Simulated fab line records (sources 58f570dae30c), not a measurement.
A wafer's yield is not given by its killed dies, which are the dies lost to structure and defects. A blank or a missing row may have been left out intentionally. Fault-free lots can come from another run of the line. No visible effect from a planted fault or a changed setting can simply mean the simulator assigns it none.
Which of the tools did it? | flow berkeley-cmos170 | 42 wafers from 14 lots sampled at 6 of the route's 331 steps

== WHAT EACH GAUGE READ, for each wafer ==
UCB170_SPACER_THK_MEAS_01. Usual: SPACER_TEOS_THK 374 nm, standard deviation 5.1.
lot  | measured     | on            | SPACER_TEOS_THK (nm) | flag
L678 | day 8 00:19  | film-metro-01 | 364 375 373          |
L679 | day 8 00:28  | film-metro-02 | 371 377 383          |
L680 | day 8 00:38  | film-metro-04 | 362 375 369          |
L677 | day 8 00:38  | film-metro-01 | 372 379 381          |
L681 | day 8 18:27  | film-metro-01 | 362 372 375          |
L684 | day 9 12:48  | film-metro-01 | 369 375 381          |
L687 | day 9 22:33  | film-metro-02 | 371 378 382          |
L690 | day 10 10:46 | film-metro-02 | 373 385 381          |
L689 | day 10 10:47 | film-metro-01 | 367 373 377          |
L691 | day 11 04:19 | film-metro-01 | 372 372 374          |
L693 | day 11 16:41 | film-metro-01 | 372 376 372          |
L698 | day 12 08:50 | film-metro-02 | 372 369 372          |
L696 | day 12 09:07 | film-metro-04 | 370 376 379          |
L700 | day 12 09:19 | film-metro-01 | 378 380 381          |

UCB170_SDANNEAL_RS_MEAS_02: the measuring method here is four-point-probe. Usual: PSD_RS 75.5 ohm/sq, standard deviation 0.33.
lot  | measured     | on            | PSD_RS (ohm/sq) | flag
L678 | day 8 13:56  | film-metro-03 | 75.3 75.5 75.6  |
L679 | day 8 13:55  | film-metro-04 | 75.2 75.2 74.9  |
L680 | day 8 14:43  | film-metro-04 | 75.8 75.8 75.9  |
L677 | day 8 14:14  | film-metro-01 | 75.2 75.3 75.4  |
L681 | day 9 11:25  | film-metro-04 | 75.6 75.7 75.8  |
L684 | day 9 22:27  | film-metro-03 | 75.2 75.1 75.5  |
L687 | day 10 10:43 | film-metro-04 | 75.9 76.0 75.9  |
L690 | day 10 22:28 | film-metro-04 | 75.5 75.6 75.5  |
L689 | day 10 22:32 | film-metro-03 | 75.7 75.7 75.5  |
L691 | day 11 17:17 | film-metro-04 | 75.5 75.5 75.5  |
L693 | day 12 00:49 | film-metro-01 | 75.5 75.4 75.5  |
L698 | day 12 19:47 | film-metro-03 | 76.2 76.1 76.3  |
L696 | day 12 21:07 | film-metro-01 | 76.1 75.7 75.9  |
L700 | day 12 21:30 | film-metro-04 | 75.5 75.5 75.5  |

UCB170_SDANNEAL_RS_MEAS_03: the measuring method here is four-point-probe. Usual: NSD_RS 37.29 ohm/sq, standard deviation 0.073.
lot  | measured     | on            | NSD_RS (ohm/sq)   | flag
L678 | day 8 14:04  | film-metro-03 | 37.26 37.34 37.33 |
L679 | day 8 14:02  | film-metro-04 | 37.38 37.31 37.28 |
L680 | day 8 14:50  | film-metro-04 | 37.27 37.20 37.41 |
L677 | day 8 14:21  | film-metro-01 | 37.19 37.26 37.22 |
L681 | day 9 11:32  | film-metro-04 | 37.38 37.24 37.20 |
L684 | day 9 22:34  | film-metro-03 | 36.87 36.91 36.99 | OFF
L687 | day 10 10:50 | film-metro-04 | 36.83 36.90 36.90 | OFF
L690 | day 10 22:35 | film-metro-04 | 37.26 37.24 37.19 |
L689 | day 10 22:39 | film-metro-03 | 36.89 36.86 36.83 | OFF
L691 | day 11 17:24 | film-metro-04 | 37.29 37.27 37.34 |
L693 | day 12 00:56 | film-metro-01 | 37.39 37.28 37.32 |
L698 | day 12 19:54 | film-metro-03 | 37.32 37.27 37.37 |
L696 | day 12 21:14 | film-metro-01 | 37.26 37.28 37.31 |
L700 | day 12 21:37 | film-metro-04 | 37.05 37.09 37.22 |

== TOOL THAT RAN EACH LOT (tool first, then ch and the chambers of the sampled wafers, then the start) ==
lot  | UCB170_PSD_STRIP_09                  | UCB170_NSD_IMPLANT_08           | UCB170_NSD_STRIP_09
L678 | plasma-asher-04 ch 0, day 8 10:19    | implanter-02 ch 0, day 8 12:10  | plasma-asher-01 ch 0,1, day 8 12:17
L679 | plasma-asher-01 ch 0,1, day 8 10:26  | implanter-02 ch 0, day 8 12:26  | plasma-asher-03 ch 0,1, day 8 12:34
L680 | plasma-asher-04 ch 0,1, day 8 11:07  | implanter-02 ch 0, day 8 12:58  | plasma-asher-02 ch 0,1, day 8 13:07
L677 | plasma-asher-03 ch 0,1, day 8 10:38  | implanter-02 ch 0, day 8 12:47  | plasma-asher-01 ch 0,1, day 8 12:55
L681 | plasma-asher-03 ch 0,1, day 9 04:59  | implanter-03 ch 0, day 9 09:46  | plasma-asher-01 ch 0,1, day 9 09:55
L684 | plasma-asher-03 ch 0,1, day 9 19:13  | implanter-02 ch 0, day 9 21:07  | plasma-asher-01 ch 0,1, day 9 21:14
L687 | plasma-asher-04 ch 0,1, day 10 07:13 | implanter-02 ch 0, day 10 09:21 | plasma-asher-03 ch 0,1, day 10 09:29
L690 | plasma-asher-03 ch 0,1, day 10 19:16 | implanter-01 ch 0, day 10 21:07 | plasma-asher-03 ch 0,1, day 10 21:16
L689 | plasma-asher-04 ch 0,1, day 10 19:09 | implanter-02 ch 0, day 10 20:51 | plasma-asher-02 ch 0,1, day 10 21:00
L691 | plasma-asher-01 ch 1, day 11 12:26   | implanter-01 ch 0, day 11 15:02 | plasma-asher-03 ch 0,1, day 11 15:11
L693 | plasma-asher-03 ch 1, day 11 21:50   | implanter-01 ch 0, day 11 23:29 | plasma-asher-03 ch 1, day 11 23:37
L698 | plasma-asher-01 ch 0,1, day 12 16:11 | implanter-01 ch 0, day 12 18:22 | plasma-asher-01 ch 0,1, day 12 18:31
L696 | plasma-asher-03 ch 0,1, day 12 16:49 | implanter-03 ch 0, day 12 19:17 | plasma-asher-02 ch 0,1, day 12 19:24
L700 | plasma-asher-04 ch 0,1, day 12 16:57 | implanter-01 ch 0, day 12 19:22 | plasma-asher-01 ch 0,1, day 12 19:31
- UCB170_PSD_STRIP_09: strips in O2.
- UCB170_NSD_IMPLANT_08
- UCB170_NSD_STRIP_09: strips in O2.

== WHAT THE TOOLS THEMSELVES READ (means of the sampled wafers that have a number; where no wafer has one, the mark that the record gives instead) ==
UCB170_PSD_STRIP_09. Usual: drypump-motor-current-A 5.7 A, standard deviation 0.46; oes-product-au 0.600 a.u., standard deviation 0.0046; strip-time-to-endpoint-s 29.43 s, standard deviation 0.087.
lot  | tool            | drypump-motor-current-A (A) | oes-product-au (a.u.) | strip-time-to-endpoint-s (s) | flag
L678 | plasma-asher-04 | 6.1                         | 0.605                 | 29.27                        |
L679 | plasma-asher-01 | 6.0                         | 0.598                 | 29.57                        |
L680 | plasma-asher-04 | 5.8                         | 0.595                 | 29.42                        |
L677 | plasma-asher-03 | 5.6                         | 0.599                 | 29.51                        |
L681 | plasma-asher-03 | 5.3                         | 0.599                 | 29.26                        |
L684 | plasma-asher-03 | 5.6                         | 0.601                 | 29.47                        |
L687 | plasma-asher-04 | 5.6                         | 0.601                 | 29.50                        |
L690 | plasma-asher-03 | 5.6                         | 0.597                 | 29.44                        |
L689 | plasma-asher-04 | 5.8                         | 0.603                 | 29.57                        |
L691 | plasma-asher-01 | 6.5                         | 0.603                 | 29.36                        |
L693 | plasma-asher-03 | 5.8                         | 0.601                 | 29.38                        |
L698 | plasma-asher-01 | 6.0                         | 0.600                 | 29.37                        |
L696 | plasma-asher-03 | 5.6                         | 0.601                 | 29.43                        |
L700 | plasma-asher-04 | 5.6                         | 0.603                 | 29.42                        |

UCB170_NSD_IMPLANT_08. Usual: beam-energy-keV at 39.998, with a standard deviation of 0.013.
lot  | tool         | beam-energy-keV | flag
L678 | implanter-02 | 39.992          |
L679 | implanter-02 | 40.011          |
L680 | implanter-02 | 39.998          |
L677 | implanter-02 | 40.012          |
L681 | implanter-03 | 39.990          |
L684 | implanter-02 | 41.444          | OFF
L687 | implanter-02 | 41.443          | OFF
L690 | implanter-01 | 40.007          |
L689 | implanter-02 | 41.449          | OFF
L691 | implanter-01 | 39.981          |
L693 | implanter-01 | 39.994          |
L698 | implanter-01 | 39.990          |
L696 | implanter-03 | 39.995          |
L700 | implanter-01 | 39.994          |

UCB170_NSD_STRIP_09. Usual: drypump-motor-current-A 5.6 A, standard deviation 0.52; oes-product-au 0.533 a.u., standard deviation 0.0044; strip-time-to-endpoint-s 35.88 s, standard deviation 0.072.
lot  | tool            | drypump-motor-current-A (A) | oes-product-au (a.u.) | strip-time-to-endpoint-s (s) | flag
L678 | plasma-asher-01 | 6.2                         | 0.529                 | 35.85                        |
L679 | plasma-asher-03 | 5.6                         | 0.532                 | 35.90                        |
L680 | plasma-asher-02 | 5.5                         | 0.529                 | 35.83                        |
L677 | plasma-asher-01 | 6.3                         | 0.532                 | 35.91                        |
L681 | plasma-asher-01 | 6.3                         | 0.532                 | 35.87                        |
L684 | plasma-asher-01 | 6.3                         | 0.531                 | 36.44                        | OFF
L687 | plasma-asher-03 | 5.6                         | 0.526                 | 36.34                        | OFF
L690 | plasma-asher-03 | 5.6                         | 0.537                 | 35.97                        |
L689 | plasma-asher-02 | 5.5                         | 0.529                 | 36.45                        | OFF
L691 | plasma-asher-03 | 5.3                         | 0.530                 | 35.80                        |
L693 | plasma-asher-03 | 5.8                         | 0.533                 | 35.87                        |
L698 | plasma-asher-01 | 6.3                         | 0.531                 | 35.92                        |
L696 | plasma-asher-02 | 5.5                         | 0.534                 | 35.86                        |
L700 | plasma-asher-01 | 6.0                         | 0.531                 | 35.87                        |

== THE ANSWER, worked out from the rows above alone ==
Rule: lot off if the mean of its wafers having a number is beyond 3 standard deviations from the usual mean. Also off: a lot with no number at a reading for which 4 or more lots have one. Any other lot the step has rows for is counted as sound. After the gauges, taken in route order, come the tools' own readings; for these a lot's mean is taken, as printed above. The first step at which some lot is off is used, and at that step the reading that is off furthest; a lot without a number counts as furthest.
Off: at UCB170_SDANNEAL_RS_MEAS_03 (NSD_RS), L684, L687, L689.
A tool fits if, at a process step before that reading, it ran every lot that is off, and no sound lot after the first of them. Not tried: the gauges at UCB170_SDANNEAL_RS_MEAS_03; whatever is off there is also off at UCB170_NSD_IMPLANT_08, on other tools, and gauge error can't account for it. One fits: implanter-02 at UCB170_NSD_IMPLANT_08. Its last sound lot is L680 (day 8 12:58), its first lot that is off L684 (day 9 21:07): a fault that began between those two fits.
The tool's own readings at UCB170_NSD_IMPLANT_08 bear it out: on the lots that are off they differ by more than 5 times the standard deviation of the sound lots' means. beam-energy-keV reads 41.445 there against 39.997 on the sound lots.

== WHAT HAD BEEN PUT IN BY THE SIMULATOR ==
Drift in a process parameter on implanter-02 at UCB170_NSD_IMPLANT_08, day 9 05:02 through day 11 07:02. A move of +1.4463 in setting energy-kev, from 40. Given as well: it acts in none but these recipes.
Lots struck among those shown: L684, L687, L689. This agrees with what the rule above found.
